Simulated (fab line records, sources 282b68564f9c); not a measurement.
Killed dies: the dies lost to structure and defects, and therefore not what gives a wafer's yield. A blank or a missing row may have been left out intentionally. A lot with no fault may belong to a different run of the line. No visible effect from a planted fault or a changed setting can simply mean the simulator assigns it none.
fab line records	flow rit_cmos
record: lots: 14	wafers: 42	last_day: 8
route steps=202 shown ACTIVE@15 PWELL@47 GATE@83 M1@202
lots that met no fault: taken from a fault-free run of the same line
start_h: hours from the record's opening day to when the first of the lot's shown wafers began	wait_h: hours elapsed since this lot's preceding step	" identical to the entry in the row above	L1.1+2: several wafers, shown together as one row	- either no value or no given start	* or withheld: withheld	< > ~ a bound
route shown NAME@n: a module of which the file shows steps, and the number in the route of the first	usual: mean/standard deviation taken from wafers without a fault	same: alike in all rows	chamber/n: place in a boat	sites: the reading at each site	_std_site: the values' standard deviation	_edge_site: inner sites' mean taken away from outer sites' mean	radius_mm: for every site, how far away it sits from the centre of the wafer	mask NAME#n: copy n	behind: the last tool/chamber to shape the wafer	hold: why the lot was held/for how many hours/how that ended	device: which transistor (n, p or np) failed to switch	end of line: tests of these same wafers at the route's end	a step given without rows: its recipe and nothing more	killed: not the wafer's yield, but the dies lost to structure and defects at the first sort	map: shows each die of a wafer: x if killed, . if not, _ if none is there
set.NAME: setting as actually run; set.NAME@STEP: the setting as run at that earlier step	model.NAME: the simulator's own value behind a step, which no gauge read
a sample of lots followed through the steps of the route, with each step as a table and each wafer as a row
services: when a tool's chamber went out of use (start_h, in hours from the record's first day, below 0 if earlier), for how many hours, and the reason
== steps ==
step: RIT_ACTIVE_STRIP_14
recipe: chemistry: O2	time_s: 180	resist: NOVOLAK	platen_temp_c: withheld	power_w: 500	pressure_mtorr: 4000	o2_flow_sccm: 4000
usual: drypump_motor_current_A: 5.63/0.2
lot.wafer	tool	chamber	start_h	wait_h	drypump_motor_current_A	rf_hours_counter_h
L744.1	plasma_asher-01	1	15.57	0.1	5.85	20
L744.2	"	0	"	"	5.44	20
L744.4	"	0	"	"	5.42	-
L746.1	plasma_asher-02	1	25.26	0.1	5.49	37
L746.3	"	1	"	"	5.50	-
L746.6	"	1	"	"	5.46	-
L747.2	plasma_asher-01	1	30.06	0.1	5.86	22
L747.4	"	1	"	"	5.83	-
L747.6	"	1	"	"	5.84	-
L750.3	plasma_asher-02	1	47.64	0.1	5.47	-
L750.5	"	0	"	"	5.88	-
L750.6	"	1	"	"	5.49	-
L751.1	plasma_asher-04	0	50.91	0.1	5.76	41
L751.3	"	1	"	"	5.39	-
L751.4	"	0	"	"	5.78	-
L752.2	plasma_asher-02	0	55.13	0.1	5.90	40
L752.4	"	0	"	"	5.85	-
L752.6	"	1	"	"	5.48	-
L753.1	plasma_asher-01	1	59.97	0.1	5.83	25
L753.3	"	1	"	"	5.82	-
L753.6	"	1	"	"	5.82	-
L754.3	plasma_asher-04	1	64.90	0.1	5.40	-
L754.4	"	0	"	"	5.75	-
L754.6	"	1	"	"	5.40	-
L755.2	plasma_asher-04	1	69.97	0.1	5.40	43
L755.4	"	1	"	"	5.41	-
L755.6	"	1	"	"	5.40	-
L756.1	plasma_asher-04	0	74.84	0.1	5.79	44
L756.2	"	1	"	"	5.42	44
L756.3	"	0	"	"	5.78	-
L762.1	plasma_asher-02	0	106.42	0.1	5.87	45
L762.4	"	1	"	"	5.46	-
L762.6	"	1	"	"	5.46	-
L764.2	plasma_asher-01	0	117.04	0.1	5.38	31
L764.3	"	1	"	"	5.84	-
L764.6	"	1	"	"	5.86	-
L766.1	plasma_asher-01	1	135.05	0.1	5.85	33
L766.2	"	0	"	"	5.41	33
L766.3	"	0	"	"	5.41	-
L767.1	plasma_asher-04	1	135.29	0.1	5.38	50
L767.3	"	0	"	"	5.78	-
L767.4	"	1	"	"	5.40	-
step: RIT_ACTIVE_CD_MEAS_90
recipe: target_cd_nm: 1400
usual: cd_nm: 1400.2/2.4
lot.wafer	tool	chamber	start_h	wait_h	cd_nm
L744.1	cd_sem-01	-	15.74	0.1	1401.0
L744.2	"	-	"	"	1401.9
L744.4	"	-	"	"	1399.8
L746.1	cd_sem-02	-	25.46	0.1	1400.3
L746.3	"	-	"	"	1399.4
L746.6	"	-	"	"	1399.4
L747.2	cd_sem-02	-	30.25	0.1	1396.8
L747.4	"	-	"	"	1397.8
L747.6	"	-	"	"	1400.0
L750.3	cd_sem-02	-	47.80	0.1	1400.9
L750.5	"	-	"	"	1400.0
L750.6	"	-	"	"	1402.9
L751.1	cd_sem-02	-	51.09	0.1	1398.7
L751.3	"	-	"	"	1402.0
L751.4	"	-	"	"	1401.2
L752.2	cd_sem-01	-	55.32	0.1	1404.6
L752.4	"	-	"	"	1402.8
L752.6	"	-	"	"	1403.3
L753.1	cd_sem-02	-	60.14	0.1	1400.0
L753.3	"	-	"	"	1401.8
L753.6	"	-	"	"	1401.3
L754.3	cd_sem-02	-	65.06	0.1	1396.3
L754.4	"	-	"	"	1397.7
L754.6	"	-	"	"	1399.0
L755.2	cd_sem-01	-	70.16	0.1	1403.3
L755.4	"	-	"	"	1400.7
L755.6	"	-	"	"	1401.0
L756.1	cd_sem-02	-	75.02	0.1	1401.3
L756.2	"	-	"	"	1399.2
L756.3	"	-	"	"	1398.6
L762.1	cd_sem-02	-	106.60	0.1	1394.8
L762.4	"	-	"	"	1398.6
L762.6	"	-	"	"	1396.1
L764.2	cd_sem-01	-	117.24	0.1	1394.8
L764.3	"	-	"	"	1397.1
L764.6	"	-	"	"	1395.9
L766.1	cd_sem-01	-	135.22	0.1	1400.2
L766.2	"	-	"	"	1400.6
L766.3	"	-	"	"	1400.2
L767.1	cd_sem-02	-	135.46	0.1	1399.4
L767.3	"	-	"	"	1399.0
L767.4	"	-	"	"	1399.5
step: RIT_PWELL_IMPLANT_08
recipe: species: B	energy_kev: 170	dose_cm2: 7e+13	tilt_deg: 7
usual: dose_ions_cm2: 7e+13/7.3e+10	faraday_current_uA: 221/4.8
lot.wafer	tool	chamber	start_h	wait_h	dose_ions_cm2	faraday_current_uA
L744.1	implanter-01	0	24.30	0.2	7e+13	217
L744.2	"	0	"	"	6.992e+13	222
L744.4	"	0	"	"	7e+13	218
L746.1	implanter-04	0	33.64	0.2	6.986e+13	226
L746.3	"	0	"	"	6.996e+13	217
L746.6	"	0	"	"	6.995e+13	218
L747.2	implanter-01	0	39.25	0.2	6.989e+13	214
L747.4	"	0	"	"	6.997e+13	227
L747.6	"	0	"	"	6.995e+13	221
L750.3	implanter-01	0	55.68	0.2	7.012e+13	222
L750.5	"	0	"	"	7.008e+13	223
L750.6	"	0	"	"	7.004e+13	214
L751.1	implanter-01	0	58.26	0.2	6.998e+13	221
L751.3	"	0	"	"	7.002e+13	214
L751.4	"	0	"	"	7.002e+13	216
L752.2	implanter-01	0	63.88	0.2	6.991e+13	226
L752.4	"	0	"	"	6.981e+13	234
L752.6	"	0	"	"	6.992e+13	227
L753.1	implanter-01	0	69.08	0.2	7.012e+13	220
L753.3	"	0	"	"	6.998e+13	221
L753.6	"	0	"	"	7.008e+13	227
L754.3	implanter-01	0	72.43	0.2	7.001e+13	213
L754.4	"	0	"	"	7e+13	221
L754.6	"	0	"	"	7.007e+13	231
L755.2	implanter-01	0	77.42	0.2	7.001e+13	217
L755.4	"	0	"	"	6.994e+13	224
L755.6	"	0	"	"	7.004e+13	220
L756.1	implanter-04	0	89.54	0.2	7.011e+13	216
L756.2	"	0	"	"	7.014e+13	224
L756.3	"	0	"	"	7.009e+13	219
L762.1	implanter-04	0	119.28	0.2	7.705e+13	238
L762.4	"	0	"	"	7.71e+13	239
L762.6	"	0	"	"	7.708e+13	238
L764.2	implanter-04	0	137.37	0.2	7.711e+13	248
L764.3	"	0	"	"	7.704e+13	243
L764.6	"	0	"	"	7.693e+13	243
L766.1	implanter-03	0	152.28	0.2	7e+13	219
L766.2	"	0	"	"	7.001e+13	221
L766.3	"	0	"	"	7.004e+13	215
L767.1	implanter-03	0	152.76	0.2	7.002e+13	227
L767.3	"	0	"	"	6.993e+13	224
L767.4	"	0	"	"	7.002e+13	224
step: RIT_WELLDRIVE_RS_MEAS_02
recipe: thk_meas_gauge: four-point-probe
usual: PWELL_RS: 429.5/1.2
lot.wafer	tool	chamber	start_h	wait_h	PWELL_RS[ohm/sq]
L744.1	film_metro-04	-	29.95	0.1	429.6
L744.2	"	-	"	"	430.9
L744.4	"	-	"	"	429.9
L746.1	film_metro-02	-	40.21	0.1	427.8
L746.3	"	-	"	"	427.4
L746.6	"	-	"	"	428.9
L747.2	film_metro-04	-	45.17	0.1	430.9
L747.4	"	-	"	"	432.3
L747.6	"	-	"	"	430.8
L750.3	film_metro-03	-	62.55	0.1	428.4
L750.5	"	-	"	"	428.0
L750.6	"	-	"	"	428.7
L751.1	film_metro-02	-	63.85	0.1	430.7
L751.3	"	-	"	"	430.4
L751.4	"	-	"	"	429.7
L752.2	film_metro-03	-	69.46	0.1	428.4
L752.4	"	-	"	"	428.6
L752.6	"	-	"	"	430.1
L753.1	film_metro-03	-	74.78	0.1	429.5
L753.3	"	-	"	"	429.3
L753.6	"	-	"	"	428.6
L754.3	film_metro-02	-	78.00	0.1	426.6
L754.4	"	-	"	"	428.3
L754.6	"	-	"	"	428.9
L755.2	film_metro-02	-	85.50	0.1	428.5
L755.4	"	-	"	"	428.1
L755.6	"	-	"	"	429.4
L756.1	film_metro-04	-	95.66	0.1	430.2
L756.2	"	-	"	"	431.0
L756.3	"	-	"	"	430.4
L762.1	film_metro-04	-	129.37	0.1	405.0
L762.4	"	-	"	"	406.0
L762.6	"	-	"	"	405.0
L764.2	film_metro-02	-	147.23	0.1	404.0
L764.3	"	-	"	"	404.9
L764.6	"	-	"	"	404.4
L766.1	film_metro-03	-	159.61	0.1	427.8
L766.2	"	-	"	"	428.9
L766.3	"	-	"	"	428.8
L767.1	film_metro-02	-	159.61	0.1	427.6
L767.3	"	-	"	"	427.5
L767.4	"	-	"	"	427.7
step: RIT_GATE_THK_MEAS_07
recipe: reads: SiO2_of_GATE_OXIDATION_05
usual: GATE_OXIDE_THK: 3.04/0.064
lot.wafer	tool	chamber	start_h	wait_h	GATE_OXIDE_THK[nm]
L744.1	film_metro-04	-	35.46	0.0	3.04
L744.2	"	-	"	"	3.05
L744.4	"	-	"	"	3.06
L746.1	film_metro-04	-	47.68	0.0	2.98
L746.3	"	-	"	"	2.94
L746.6	"	-	"	"	3.01
L747.2	film_metro-04	-	51.69	0.0	3.12
L747.4	"	-	"	"	3.05
L747.6	"	-	"	"	3.12
L750.3	film_metro-01	-	69.59	0.0	3.08
L750.5	"	-	"	"	2.99
L750.6	"	-	"	"	3.02
L751.1	film_metro-03	-	70.05	0.0	2.91
L751.3	"	-	"	"	2.97
L751.4	"	-	"	"	2.88
L752.2	film_metro-01	-	77.73	0.0	3.18
L752.4	"	-	"	"	3.15
L752.6	"	-	"	"	3.17
L753.1	film_metro-01	-	85.66	0.0	3.09
L753.3	"	-	"	"	3.03
L753.6	"	-	"	"	3.04
L754.3	film_metro-01	-	88.18	0.0	3.04
L754.4	"	-	"	"	2.98
L754.6	"	-	"	"	3.03
L755.2	film_metro-01	-	92.59	0.0	2.98
L755.4	"	-	"	"	2.97
L755.6	"	-	"	"	2.90
L756.1	film_metro-01	-	105.20	0.0	2.87
L756.2	"	-	"	"	2.96
L756.3	"	-	"	"	2.99
L762.1	film_metro-04	-	143.53	0.0	3.02
L762.4	"	-	"	"	3.08
L762.6	"	-	"	"	3.05
L764.2	film_metro-03	-	155.07	0.0	3.14
L764.3	"	-	"	"	3.14
L764.6	"	-	"	"	3.17
L766.1	film_metro-03	-	168.57	0.0	3.04
L766.2	"	-	"	"	3.01
L766.3	"	-	"	"	3.03
L767.1	film_metro-04	-	168.57	0.0	3.00
L767.3	"	-	"	"	3.06
L767.4	"	-	"	"	3.06
step: RIT_M1_PROBE_99
usual: killed_at_contacts: 0.1/0.3	killed_at_front_end: 7/3.1	killed_dies: 7/3.1	killed_on_rim: 1.9/1.5	killed_open: 3.8/2.3	killed_short: 3.2/1.9
same: gross_dies: 264	killed_at_M0_to_M3: 0	killed_at_M4_up: 0	killed_at_back_side: 0	killed_at_other: 0
lot.wafer	tool	chamber	start_h	wait_h	killed_at_contacts	killed_at_front_end	killed_dies	killed_on_rim	killed_open	killed_short
L746.1	prober-01	-	71.52	0.1	0	6	6	2	3	3
L746.3	prober-01	-	71.62	0.2	0	9	9	3	4	5
L746.6	prober-01	-	71.77	0.2	0	6	6	3	2	4
L750.3	prober-01	-	94.57	0.2	0	7	7	1	2	5
L750.5	prober-01	-	94.67	0.2	1	10	11	1	5	6
L750.6	prober-01	-	94.72	0.2	0	9	9	2	4	5
L751.1	prober-02	-	96.91	0.1	0	9	9	2	2	7
L751.3	prober-02	-	97.01	0.2	0	14	14	3	8	6
L751.4	prober-02	-	97.06	0.2	0	10	10	3	8	2
L752.2	prober-01	-	104.27	0.1	1	6	7	0	4	3
L752.4	prober-01	-	104.37	0.2	0	8	8	2	4	4
L752.6	prober-01	-	104.47	0.2	0	5	5	1	4	1
L753.1	prober-02	-	108.49	0.1	0	6	6	1	4	2
L753.3	prober-02	-	108.59	0.2	0	1	1	0	1	0
L753.6	prober-02	-	108.74	0.2	1	7	8	0	4	4
L754.3	prober-01	-	111.56	0.2	1	4	5	2	2	3
L754.4	prober-01	-	111.61	0.2	0	7	7	3	5	2
L754.6	prober-01	-	111.71	0.2	0	4	4	2	3	1
L755.2	prober-02	-	119.51	0.1	0	4	4	0	3	1
L755.4	prober-02	-	119.61	0.2	0	12	12	5	6	6
L755.6	prober-02	-	119.71	0.2	0	11	11	2	8	3
L756.1	prober-01	-	128.48	0.1	0	7	7	5	1	6
L756.2	prober-01	-	128.53	0.1	0	6	6	1	4	2
L756.3	prober-01	-	128.58	0.2	0	6	6	3	3	1
killed by level:class
L746.1 FOX2:geometric_particle:open=2 SILICIDE:geometric_particle:short=2 GATE:geometric_particle:open=1 GATE:geometric_particle:short=1
L746.3 FOX1:geometric_particle:open=2 GATE:geometric_particle:short=2 SPACER:geometric_particle:short=2 FOX2:geometric_particle:open=1 SILICIDE:geometric_particle:open=1 SILICIDE:geometric_particle:short=1
L746.6 GATE:geometric_particle:short=2 FOX1:geometric_particle:short=1 FOX2:geometric_particle:short=1 GATE:geometric_particle:open=1 REOX:geometric_particle:open=1
L750.3 GATE:geometric_particle:short=5 GATE:geometric_particle:open=1 SILICIDE:geometric_particle:open=1
L750.5 FOX2:geometric_particle:open=3 GATE:geometric_particle:short=3 GATE:geometric_particle:open=1 REOX:geometric_particle:short=1 REOX:geometric_particle:open=1 SILICIDE:geometric_particle:short=1 CONTACT:geometric_particle:short=1
L750.6 GATE:geometric_particle:short=3 GATE:geometric_particle:open=2 REOX:geometric_particle:short=1 SPACER:geometric_particle:open=1 SILICIDE:geometric_particle:open=1 SILICIDE:geometric_particle:short=1
L751.1 GATE:geometric_particle:short=3 FOX1:geometric_particle:short=2 FOX1:geometric_particle:open=1 FOX2:geometric_particle:short=1 GATE:geometric_particle:open=1 SPACER:geometric_particle:short=1
L751.3 SPACER:geometric_particle:open=4 FOX1:geometric_particle:short=3 GATE:geometric_particle:open=2 SILICIDE:geometric_particle:short=2 GATE:geometric_particle:short=1 REOX:geometric_particle:open=1 SILICIDE:geometric_particle:open=1
L751.4 FOX1:geometric_particle:open=2 GATE:geometric_particle:open=2 SPACER:geometric_particle:open=2 FOX2:geometric_particle:short=1 REOX:geometric_particle:open=1 SPACER:geometric_particle:short=1 SILICIDE:geometric_particle:open=1
L752.2 FOX1:geometric_particle:short=2 GATE:geometric_particle:short=1 GATE:geometric_particle:open=1 SPACER:geometric_particle:open=1 SILICIDE:geometric_particle:open=1 CONTACT:geometric_particle:open=1
L752.4 GATE:geometric_particle:open=2 GATE:geometric_particle:short=2 SPACER:geometric_particle:open=2 FOX1:geometric_particle:short=1 SPACER:geometric_particle:short=1
L752.6 FOX2:geometric_particle:open=2 FOX2:geometric_particle:short=1 REOX:geometric_particle:open=1 SPACER:geometric_particle:open=1
L753.1 REOX:geometric_particle:short=2 FOX2:geometric_particle:open=1 GATE:geometric_particle:open=1 SPACER:geometric_particle:open=1 SILICIDE:geometric_particle:open=1
L753.3 GATE:geometric_particle:open=1
L753.6 SILICIDE:geometric_particle:short=2 FOX1:geometric_particle:open=1 FOX2:geometric_particle:short=1 GATE:geometric_particle:open=1 REOX:geometric_particle:short=1 SILICIDE:geometric_particle:open=1 CONTACT:geometric_particle:open=1
L754.3 GATE:geometric_particle:short=1 GATE:geometric_particle:open=1 REOX:geometric_particle:short=1 REOX:geometric_particle:open=1 CONTACT:geometric_particle:short=1
L754.4 FOX1:geometric_particle:open=2 GATE:geometric_particle:short=2 GATE:geometric_particle:open=1 REOX:geometric_particle:open=1 SILICIDE:geometric_particle:open=1
L754.6 SPACER:geometric_particle:open=2 GATE:geometric_particle:open=1 SILICIDE:geometric_particle:short=1
L755.2 REOX:geometric_particle:open=3 SPACER:geometric_particle:short=1
L755.4 GATE:geometric_particle:short=4 GATE:geometric_particle:open=3 SILICIDE:geometric_particle:open=2 FOX1:geometric_particle:short=1 REOX:geometric_particle:short=1 REOX:geometric_particle:open=1
L755.6 GATE:geometric_particle:open=5 GATE:geometric_particle:short=2 FOX2:geometric_particle:short=1 FOX2:geometric_particle:open=1 SPACER:geometric_particle:open=1 SILICIDE:geometric_particle:open=1
L756.1 GATE:geometric_particle:short=4 FOX1:geometric_particle:short=1 FOX2:geometric_particle:short=1 GATE:geometric_particle:open=1
L756.2 GATE:geometric_particle:open=2 SPACER:geometric_particle:open=2 GATE:geometric_particle:short=1 REOX:geometric_particle:short=1
L756.3 REOX:geometric_particle:open=2 NRETRO:coat_microbubble_printed=2 FOX1:geometric_particle:short=1 GATE:geometric_particle:open=1
== services ==
tool	chamber	start_h	hours	kind
implanter-04	-	-8.12	1.2	repair
implanter-01	-	-6.31	3.2	pm
plasma_asher-02	-	6.48	1.9	repair
implanter-03	-	9.56	111.6	pm
implanter-01	-	48.89	1.2	repair
plasma_asher-02	-	74.68	1.6	repair
implanter-01	-	99.99	3.6	pm
plasma_asher-02	-	108.75	9.0	pm
plasma_asher-02	0	108.75	9.0	vent_cycle
plasma_asher-02	1	108.75	9.0	vent_cycle
plasma_asher-02	0	117.75	-	clean
plasma_asher-02	1	117.75	-	clean
implanter-01	-	123.96	0.8	repair
implanter-01	-	129.69	35.5	repair
implanter-04	-	135.05	1.9	repair
== key ==
first_sign: step: RIT_PWELL_IMPLANT_08	reading: dose_ions_cm2	direction: up	sigmas: 96	usual: 7e+13	struck: 7.705e+13
effect: step: RIT_PWELL_IMPLANT_08	reading: faraday_current_uA	direction: up	sigmas: 4.2	usual: 221	struck: 241
effect: step: RIT_WELLDRIVE_RS_MEAS_02	reading: PWELL_RS	direction: down	sigmas: 21	usual: 429.5	struck: 404.9
met_at RIT_PWELL_IMPLANT_08
struck_lots L762,L764
tester_left_out L762,L764
not_acting_at RIT_ACTIVE_STRIP_14,RIT_ACTIVE_CD_MEAS_90,RIT_GATE_THK_MEAS_07
onset_between 89.54 119.28
fault: kind: process_parameter_drift	tool: implanter-04	chamber: -	onset_h: 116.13	steps: RIT_PWELL_IMPLANT_08	channel: dose_cm2	offset: 7e+12	shape: step	end_h: 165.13	acts_in: these_recipes_only	stated: 7e+13
tester_left_out: of these lots the tester's yield and bins aren't shown, on N5 and GAA mostly nor the transistor test; their killed dies are dies lost to structure and defects alone, not to doping, threshold or leakage, so they don't give the yield
